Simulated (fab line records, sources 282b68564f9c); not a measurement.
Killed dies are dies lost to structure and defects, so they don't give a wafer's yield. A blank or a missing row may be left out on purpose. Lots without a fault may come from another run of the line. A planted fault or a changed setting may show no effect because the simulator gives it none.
Tool commonality check | flow rit_cmos | 15 lots, 45 wafers sampled

WHY IT WAS OPENED
At RIT_SDANNEAL_RS_MEAS_04 the reading PSD_RS is flagged on 3 of 15 lots. Wafers without a fault read 115.85 ohm/sq, standard deviation 0.29.
Rule: a lot is flagged when every wafer of it that has a number lies more than 4 standard deviations from that mean, or none has a number. The other lots count as sound.

lot  | measured    | on            | PSD_RS (ohm/sq), wafer by wafer | flag
L344 | day 3 06:23 | film_metro-02 | 116.08 115.76 115.98            |
L345 | day 3 11:17 | film_metro-02 | 115.59 115.82 115.81            |
L346 | day 3 13:22 | film_metro-03 | 116.08 116.19 115.84            |
L347 | day 4 00:50 | film_metro-02 | 115.98 115.71 116.16            |
L348 | day 4 06:49 | film_metro-03 | 116.54 116.30 116.43            |
L349 | day 4 14:19 | film_metro-02 | 115.67 115.57 115.55            |
L351 | day 4 21:49 | film_metro-02 | 115.37 115.42 115.56            |
L352 | day 5 05:17 | film_metro-03 | 115.76 116.34 115.71            |
L355 | day 5 19:22 | film_metro-03 | 115.41 115.56 115.59            |
L362 | day 7 00:40 | film_metro-03 | 117.36 117.64 117.09            | FLAGGED
L363 | day 7 06:53 | film_metro-02 | 117.51 117.37 117.27            | FLAGGED
L364 | day 7 15:05 | film_metro-02 | 116.07 116.06 115.90            |
L365 | day 7 19:26 | film_metro-04 | 117.23 117.78 117.71            | FLAGGED
L366 | day 8 01:22 | film_metro-03 | 115.92 115.52 115.66            |
L367 | day 8 13:26 | film_metro-04 | 116.06 116.02 116.13            |
The numbers of the flagged lots are 117.44 ohm/sq on average: +1.59 ohm/sq against the usual, or +5 standard deviations.

WHICH TOOL RAN EACH LOT
The record holds 1 process step before the reading, out of a route of 202 steps. In each cell: the tool, then ch and the chambers that the sampled wafers went through, then the start.
lot  | flag    | RIT_PSD_IMPLANT_08
L344 |         | implanter-01 ch 0, day 3 05:35
L345 |         | implanter-01 ch 0, day 3 10:28
L346 |         | implanter-03 ch 0, day 3 12:32
L347 |         | implanter-01 ch 0, day 4 00:02
L348 |         | implanter-04 ch 0, day 4 06:00
L349 |         | implanter-01 ch 0, day 4 13:31
L351 |         | implanter-04 ch 0, day 4 21:01
L352 |         | implanter-04 ch 0, day 5 04:22
L355 |         | implanter-04 ch 0, day 5 18:33
L362 | FLAGGED | implanter-01 ch 0, day 6 23:51
L363 | FLAGGED | implanter-01 ch 0, day 7 06:05
L364 |         | implanter-04 ch 0, day 7 14:16
L365 | FLAGGED | implanter-01 ch 0, day 7 18:37
L366 |         | implanter-04 ch 0, day 8 00:34
L367 |         | implanter-04 ch 0, day 8 12:37
What these steps do:
- RIT_PSD_IMPLANT_08
- RIT_SDANNEAL_RS_MEAS_04: measures by four-point-probe.

FLAGGED OVER TOTAL, TOOL BY TOOL (the gauges that took the reading come last)
step                    | tool          | lots run | flagged | share of the flagged lots | sound lots run after its first flagged lot
RIT_PSD_IMPLANT_08      | implanter-01  | 7        | 3       | all                       | 0
RIT_PSD_IMPLANT_08      | implanter-03  | 1        | 0       | none                      | -
RIT_PSD_IMPLANT_08      | implanter-04  | 7        | 0       | none                      | -
RIT_SDANNEAL_RS_MEAS_04 | film_metro-02 | 7        | 1       | some                      | 1 (L364)
RIT_SDANNEAL_RS_MEAS_04 | film_metro-03 | 6        | 1       | some                      | 1 (L366)
RIT_SDANNEAL_RS_MEAS_04 | film_metro-04 | 2        | 1       | some                      | 1 (L367)

WHAT THE TABLE ALLOWS
1 row of the table ran every flagged lot: implanter-01 at RIT_PSD_IMPLANT_08.
- implanter-01 at RIT_PSD_IMPLANT_08: 3 of its 7 lots flagged. Its last sound lot is L349 (day 4 13:31), its first flagged lot L362 (day 6 23:51): a fault that began between those two fits.
One tool is left: implanter-01 at RIT_PSD_IMPLANT_08.

WHAT THE SIMULATOR HAD PUT IN
Process parameter drift: implanter-01, from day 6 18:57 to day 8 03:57, at RIT_PSD_IMPLANT_08. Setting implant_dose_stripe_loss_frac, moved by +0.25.
Lots struck among those shown: L362, L363, L365. The rule above found the same.
